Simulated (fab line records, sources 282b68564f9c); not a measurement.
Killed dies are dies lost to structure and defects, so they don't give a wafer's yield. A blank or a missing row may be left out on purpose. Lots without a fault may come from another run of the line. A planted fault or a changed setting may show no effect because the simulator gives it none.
Which tool did it? | flow rit_cmos | 14 lots, 42 wafers sampled, at 3 steps of a route of 202

WHAT THE GAUGES READ, wafer by wafer
RIT_PSD_TW_MEAS_10. Usual: PSD_TW 3427, standard deviation 20.
lot  | measured    | on            | PSD_TW         | flag
L487 | day 3 02:59 | film_metro-02 | 3463 3436 3426 |
L488 | day 3 07:11 | film_metro-02 | 3428 3478 3435 |
L489 | day 3 17:56 | film_metro-04 | 3456 3453 3435 |
L490 | day 3 21:26 | film_metro-03 | 3414 3423 3401 |
L491 | day 4 05:21 | film_metro-02 | 3445 3448 3420 |
L492 | day 4 05:23 | film_metro-03 | 3382 3409 3422 |
L493 | day 4 09:20 | film_metro-02 | 3441 3450 3465 |
L495 | day 4 23:31 | film_metro-03 | 3397 3379 3402 |
L498 | day 5 15:02 | film_metro-02 | 3424 3415 3420 |
L499 | day 5 17:10 | film_metro-03 | 3427 3434 3433 |
L504 | day 6 17:02 | film_metro-03 | 3412 3428 3409 |
L506 | day 7 04:25 | film_metro-03 | 3391 3418 3391 |
L508 | day 7 17:43 | film_metro-03 | 3426 3416 3423 |
L510 | day 8 00:29 | film_metro-02 | 3438 3435 3442 |

RIT_CONTACT_THK_MEAS_01. Usual: CONTACT_TEOS_THK 399 nm, standard deviation 5.3.
lot  | measured    | on            | CONTACT_TEOS_THK (nm) | flag
L487 | day 3 04:31 | film_metro-02 | 400 404 409           |
L488 | day 3 08:44 | film_metro-01 | 400 404 411           |
L489 | day 3 19:31 | film_metro-01 | 387 384 401           |
L490 | day 3 23:01 | film_metro-02 | 401 395 407           |
L491 | day 4 06:56 | film_metro-02 | 415 410 416           |
L492 | day 4 06:59 | film_metro-01 | 392 396 395           |
L493 | day 4 10:54 | film_metro-03 | 400 403 405           |
L495 | day 5 01:04 | film_metro-01 | 393 397 395           |
L498 | day 5 16:38 | film_metro-02 | 394 393 404           |
L499 | day 5 18:44 | film_metro-02 | 394 401 401           |
L504 | day 6 18:39 | film_metro-01 | 397 401 402           |
L506 | day 7 06:06 | film_metro-01 | 402 402 407           |
L508 | day 7 19:24 | film_metro-02 | 393 402 398           |
L510 | day 8 02:03 | film_metro-01 | 394 392 402           |

WHICH TOOL RAN EACH LOT (tool, then ch and the chambers of the sampled wafers, then the start)
lot  | RIT_GATE_ETCH_19
L487 | rie_si-01 ch 0,1,3, day 2 13:43
L488 | rie_si-02 ch 0,1,2, day 2 18:02
L489 | rie_si-01 ch 1,2,3, day 3 05:34
L490 | rie_si-02 ch 2,3, day 3 08:32
L491 | rie_si-01 ch 0,1, day 3 14:04
L492 | rie_si-02 ch 1,2,3, day 3 16:46
L493 | rie_si-01 ch 0,2,3, day 3 20:59
L495 | rie_si-01 ch 1,2,3, day 4 09:58
L498 | rie_si-02 ch 2,3, day 4 23:37
L499 | rie_si-01 ch 0,1, day 5 04:08
L504 | rie_si-02 ch 1,3, day 6 04:13
L506 | rie_si-02 ch 0,1,2, day 6 16:34
L508 | rie_si-02 ch 1,2, day 7 04:02
L510 | rie_si-02 ch 0,1,2, day 7 12:14
- RIT_GATE_ETCH_19: etches poly-Si in SF6/CHF3/O2, stops on SiO2, time 165 s, target depth 312.5 nm.

WHAT THE TOOLS THEMSELVES READ (means of the sampled wafers that have a number; where no wafer has one, the mark that the record gives instead)
RIT_GATE_ETCH_19. Usual: drypump_motor_current_A 5.5 A, standard deviation 0.6; oes_product_au 0.850 a.u., standard deviation 0.016; rf_fwd_power_W 159.5 W, standard deviation 0.47; throttle_valve_pct 10.22 %, standard deviation 0.18.
lot  | tool      | drypump_motor_current_A (A) | oes_product_au (a.u.) | rf_fwd_power_W (W) | throttle_valve_pct (%) | flag
L487 | rie_si-01 | 5.8                         | 0.863                 | 160.0              | 10.39                  |
L488 | rie_si-02 | 5.3                         | 0.849                 | 159.6              | 10.18                  |
L489 | rie_si-01 | 5.5                         | 0.848                 | 159.2              | 10.21                  |
L490 | rie_si-02 | 5.5                         | 0.818                 | 159.9              | 10.14                  |
L491 | rie_si-01 | 6.3                         | 0.862                 | 159.5              | 10.38                  |
L492 | rie_si-02 | 5.2                         | 0.833                 | 159.2              | 10.10                  |
L493 | rie_si-01 | 5.2                         | 0.858                 | 159.1              | 10.26                  |
L495 | rie_si-01 | 5.5                         | 0.850                 | 167.4              | 10.20                  | OFF
L498 | rie_si-02 | 5.4                         | 0.827                 | 159.4              | 10.15                  |
L499 | rie_si-01 | 6.3                         | 0.871                 | 176.7              | 10.38                  | OFF
L504 | rie_si-02 | 5.5                         | 0.824                 | 159.5              | 10.08                  |
L506 | rie_si-02 | 5.2                         | 0.847                 | 159.6              | 10.18                  |
L508 | rie_si-02 | 5.0                         | 0.851                 | 159.9              | 10.12                  |
L510 | rie_si-02 | 5.3                         | 0.843                 | 159.4              | 10.18                  |

THE ANSWER, worked out from the rows above alone
Rule: a lot is off if the mean of its wafers that have a number lies more than 3 standard deviations from the usual mean. A lot without any number at a reading at which 4 lots or more have one is off too. The other lots that the step has rows for count as sound. The gauges are gone through in route order, then the tools' own readings, and for those a lot's mean is taken as printed above. The first step at which some lot is off is used, and at that step the reading that is off furthest; a lot without a number counts as furthest.
Off: L495, L499, at RIT_GATE_ETCH_19 (rf_fwd_power_W).
A tool fits if, at that step or a process step before it, it ran every lot that is off, and no sound lot after the first of them. One fits: rie_si-01 at RIT_GATE_ETCH_19. Its last sound lot is L493 (day 3 20:59), its first lot that is off L495 (day 4 09:58): a fault that began between those two fits.
The tool's own readings at RIT_GATE_ETCH_19 bear it out: on the lots that are off they differ by more than 5 times the standard deviation of the sound lots' means. rf_fwd_power_W reads 172.1 W there against 159.5 W on the sound lots.

WHAT THE SIMULATOR HAD PUT IN
Process parameter drift: rie_si-01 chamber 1, from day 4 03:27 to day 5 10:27, at RIT_GATE_ETCH_19. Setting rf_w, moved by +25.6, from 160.
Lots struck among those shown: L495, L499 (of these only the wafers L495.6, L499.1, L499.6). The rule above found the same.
